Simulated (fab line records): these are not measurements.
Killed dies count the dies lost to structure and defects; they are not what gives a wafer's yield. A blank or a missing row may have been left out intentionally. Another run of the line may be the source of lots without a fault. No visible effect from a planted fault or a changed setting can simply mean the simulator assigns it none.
What tool caused it? / flow berkeley_cmos170 / 42 wafers from 14 lots sampled at 3 of the route's 331 steps

## WHAT THE GAUGES SHOWED, per wafer
UCB170_NSD_CD_MEAS_06 targets a cd of 1200 nm. Usual: cd_nm reads 1199.6 nm (standard deviation 1.5).
lot=L504; measured=day 7 03:58; on=cd_sem-02; cd_nm (nm)=1199.8 1199.6 1199.2; flag=
lot=L503; measured=day 7 04:08; on=cd_sem-01; cd_nm (nm)=1200.7 1199.8 1197.0; flag=
lot=L505; measured=day 7 07:17; on=cd_sem-02; cd_nm (nm)=1196.9 1197.5 1196.1; flag=
lot=L507; measured=day 7 19:40; on=cd_sem-02; cd_nm (nm)=1198.9 1198.6 1199.1; flag=
lot=L506; measured=day 7 19:56; on=cd_sem-02; cd_nm (nm)=1201.9 1202.0 1201.2; flag=
lot=L508; measured=day 7 20:25; on=cd_sem-02; cd_nm (nm)=1200.1 1201.0 1201.6; flag=
lot=L509; measured=day 7 20:08; on=cd_sem-01; cd_nm (nm)=1199.6 1199.3 1199.9; flag=
lot=L513; measured=day 8 20:50; on=cd_sem-01; cd_nm (nm)=1199.6 1199.0 1199.3; flag=
lot=L512; measured=day 8 21:06; on=cd_sem-01; cd_nm (nm)=1200.8 1202.4 1201.0; flag=
lot=L518; measured=day 9 23:42; on=cd_sem-02; cd_nm (nm)=1199.2 1200.2 1199.7; flag=
lot=L517; measured=day 10 03:52; on=cd_sem-01; cd_nm (nm)=1200.6 1200.6 1200.4; flag=
lot=L520; measured=day 10 06:52; on=cd_sem-02; cd_nm (nm)=1201.8 1202.0 1201.9; flag=
lot=L522; measured=day 10 06:38; on=cd_sem-01; cd_nm (nm)=1198.0 1198.4 1199.6; flag=
lot=L525; measured=day 11 06:40; on=cd_sem-02; cd_nm (nm)=1198.9 1199.4 1199.0; flag=

UCB170_M1_RS_MEAS_01: a four-point-probe measurement. Usual: for M1_AL_RS the level is 0.0483 ohm/sq and the standard deviation is 0.00048.
lot=L504; measured=day 7 11:53; on=film_metro-01; M1_AL_RS (ohm/sq)=0.0487 0.0484 0.0486; flag=
lot=L503; measured=day 7 12:26; on=film_metro-01; M1_AL_RS (ohm/sq)=0.0475 0.0483 0.0480; flag=
lot=L505; measured=day 7 14:16; on=film_metro-01; M1_AL_RS (ohm/sq)=0.0480 0.0483 0.0484; flag=
lot=L507; measured=day 8 05:25; on=film_metro-02; M1_AL_RS (ohm/sq)=0.0484 0.0483 0.0487; flag=
lot=L506; measured=day 8 05:17; on=film_metro-03; M1_AL_RS (ohm/sq)=0.0482 0.0480 0.0485; flag=
lot=L508; measured=day 8 05:44; on=film_metro-03; M1_AL_RS (ohm/sq)=0.0490 0.0486 0.0490; flag=
lot=L509; measured=day 8 05:28; on=film_metro-01; M1_AL_RS (ohm/sq)=0.0489 0.0480 0.0484; flag=
lot=L513; measured=day 9 04:05; on=film_metro-01; M1_AL_RS (ohm/sq)=0.0475 0.0477 0.0480; flag=
lot=L512; measured=day 9 05:44; on=film_metro-02; M1_AL_RS (ohm/sq)=0.0483 0.0483 0.0482; flag=
lot=L518; measured=day 10 07:17; on=film_metro-02; M1_AL_RS (ohm/sq)=0.0489 0.0485 0.0490; flag=
lot=L517; measured=day 10 11:27; on=film_metro-03; M1_AL_RS (ohm/sq)=0.0483 0.0483 0.0482; flag=
lot=L520; measured=day 10 17:23; on=film_metro-02; M1_AL_RS (ohm/sq)=0.0484 0.0487 0.0483; flag=
lot=L522; measured=day 10 15:28; on=film_metro-01; M1_AL_RS (ohm/sq)=0.0485 0.0484 0.0491; flag=
lot=L525; measured=day 11 14:47; on=film_metro-02; M1_AL_RS (ohm/sq)=0.0484 0.0491 0.0491; flag=

## WHICH TOOL RAN EACH LOT (tool, then ch and the chambers of the sampled wafers, then the start)
lot=L504; UCB170_PLDD_STRIP_10=plasma_asher-03 ch 0,1, day 6 16:53
lot=L503; UCB170_PLDD_STRIP_10=plasma_asher-01 ch 0,1, day 6 17:34
lot=L505; UCB170_PLDD_STRIP_10=plasma_asher-01 ch 0,1, day 6 22:28
lot=L507; UCB170_PLDD_STRIP_10=plasma_asher-02 ch 0,1, day 7 09:05
lot=L506; UCB170_PLDD_STRIP_10=plasma_asher-01 ch 0,1, day 7 09:12
lot=L508; UCB170_PLDD_STRIP_10=plasma_asher-01 ch 0,1, day 7 10:28
lot=L509; UCB170_PLDD_STRIP_10=plasma_asher-01 ch 1, day 7 10:42
lot=L513; UCB170_PLDD_STRIP_10=plasma_asher-01 ch 0,1, day 8 11:11
lot=L512; UCB170_PLDD_STRIP_10=plasma_asher-02 ch 0,1, day 8 11:26
lot=L518; UCB170_PLDD_STRIP_10=plasma_asher-01 ch 0,1, day 9 10:57
lot=L517; UCB170_PLDD_STRIP_10=plasma_asher-01 ch 0,1, day 9 16:20
lot=L520; UCB170_PLDD_STRIP_10=plasma_asher-01 ch 0,1, day 9 18:59
lot=L522; UCB170_PLDD_STRIP_10=plasma_asher-02 ch 0,1, day 9 19:18
lot=L525; UCB170_PLDD_STRIP_10=plasma_asher-02 ch 0,1, day 10 18:05
- UCB170_PLDD_STRIP_10: strips in O2.

## AS READ BY THE TOOLS THEMSELVES (means over the sampled wafers that have a number; for cases with no such wafer, the mark the record gives instead)
UCB170_PLDD_STRIP_10. Usual: chamber_pressure_mTorr 3500 mTorr, standard deviation 3.1; drypump_motor_current_A 5.4 A, standard deviation 0.35; o2_flow_sccm 399.9 sccm, standard deviation 1.1; oes_product_au 0.735 a.u., standard deviation 0.0044; strip_time_to_endpoint_s 21.66 s, standard deviation 0.069.
lot=L504; tool=plasma_asher-03; chamber_pressure_mTorr (mTorr)=3502; drypump_motor_current_A (A)=5.3; o2_flow_sccm (sccm)=400.3; oes_product_au (a.u.)=0.735; strip_time_to_endpoint_s (s)=21.74; flag=
lot=L503; tool=plasma_asher-01; chamber_pressure_mTorr (mTorr)=3501; drypump_motor_current_A (A)=5.6; o2_flow_sccm (sccm)=398.4; oes_product_au (a.u.)=0.737; strip_time_to_endpoint_s (s)=21.64; flag=
lot=L505; tool=plasma_asher-01; chamber_pressure_mTorr (mTorr)=3501; drypump_motor_current_A (A)=5.6; o2_flow_sccm (sccm)=399.6; oes_product_au (a.u.)=0.732; strip_time_to_endpoint_s (s)=21.76; flag=
lot=L507; tool=plasma_asher-02; chamber_pressure_mTorr (mTorr)=3500; drypump_motor_current_A (A)=5.6; o2_flow_sccm (sccm)=400.3; oes_product_au (a.u.)=0.733; strip_time_to_endpoint_s (s)=21.64; flag=
lot=L506; tool=plasma_asher-01; chamber_pressure_mTorr (mTorr)=3498; drypump_motor_current_A (A)=5.5; o2_flow_sccm (sccm)=400.1; oes_product_au (a.u.)=0.732; strip_time_to_endpoint_s (s)=21.58; flag=
lot=L508; tool=plasma_asher-01; chamber_pressure_mTorr (mTorr)=3500; drypump_motor_current_A (A)=5.4; o2_flow_sccm (sccm)=400.4; oes_product_au (a.u.)=0.735; strip_time_to_endpoint_s (s)=21.65; flag=
lot=L509; tool=plasma_asher-01; chamber_pressure_mTorr (mTorr)=3499; drypump_motor_current_A (A)=5.8; o2_flow_sccm (sccm)=400.3; oes_product_au (a.u.)=0.736; strip_time_to_endpoint_s (s)=21.64; flag=
lot=L513; tool=plasma_asher-01; chamber_pressure_mTorr (mTorr)=3500; drypump_motor_current_A (A)=5.5; o2_flow_sccm (sccm)=399.5; oes_product_au (a.u.)=0.733; strip_time_to_endpoint_s (s)=21.69; flag=
lot=L512; tool=plasma_asher-02; chamber_pressure_mTorr (mTorr)=3500; drypump_motor_current_A (A)=5.2; o2_flow_sccm (sccm)=400.3; oes_product_au (a.u.)=0.735; strip_time_to_endpoint_s (s)=21.64; flag=
lot=L518; tool=plasma_asher-01; chamber_pressure_mTorr (mTorr)=3500; drypump_motor_current_A (A)=5.5; o2_flow_sccm (sccm)=399.8; oes_product_au (a.u.)=0.734; strip_time_to_endpoint_s (s)=21.49; flag=
lot=L517; tool=plasma_asher-01; chamber_pressure_mTorr (mTorr)=3499; drypump_motor_current_A (A)=5.5; o2_flow_sccm (sccm)=398.9; oes_product_au (a.u.)=0.736; strip_time_to_endpoint_s (s)=21.74; flag=
lot=L520; tool=plasma_asher-01; chamber_pressure_mTorr (mTorr)=3501; drypump_motor_current_A (A)=5.5; o2_flow_sccm (sccm)=400.8; oes_product_au (a.u.)=0.734; strip_time_to_endpoint_s (s)=21.57; flag=
lot=L522; tool=plasma_asher-02; chamber_pressure_mTorr (mTorr)=3501; drypump_motor_current_A (A)=5.6; o2_flow_sccm (sccm)=400.3; oes_product_au (a.u.)=0.739; strip_time_to_endpoint_s (s)=21.64; flag=
lot=L525; tool=plasma_asher-02; chamber_pressure_mTorr (mTorr)=3502; drypump_motor_current_A (A)=5.2; o2_flow_sccm (sccm)=400.1; oes_product_au (a.u.)=0.732; strip_time_to_endpoint_s (s)=21.63; flag=

## THE ANSWER, worked out from the rows above alone
Rule: a lot counts as off when the mean over its wafers that have a number is more than 3 standard deviations away from the usual mean. A lot without any number at a reading at which 4 lots or more have one is off too. The other lots that the step has rows for count as sound. After the gauges, taken in route order, come the tools' own readings; for these a lot's mean is taken, as printed above. The first step at which some lot is off is used, and at that step the reading that is off furthest; a lot without a number counts as furthest.
Across all readings shown, no lot is off: no conclusion can be drawn from this.

## WHAT THE SIMULATOR HAD INSERTED
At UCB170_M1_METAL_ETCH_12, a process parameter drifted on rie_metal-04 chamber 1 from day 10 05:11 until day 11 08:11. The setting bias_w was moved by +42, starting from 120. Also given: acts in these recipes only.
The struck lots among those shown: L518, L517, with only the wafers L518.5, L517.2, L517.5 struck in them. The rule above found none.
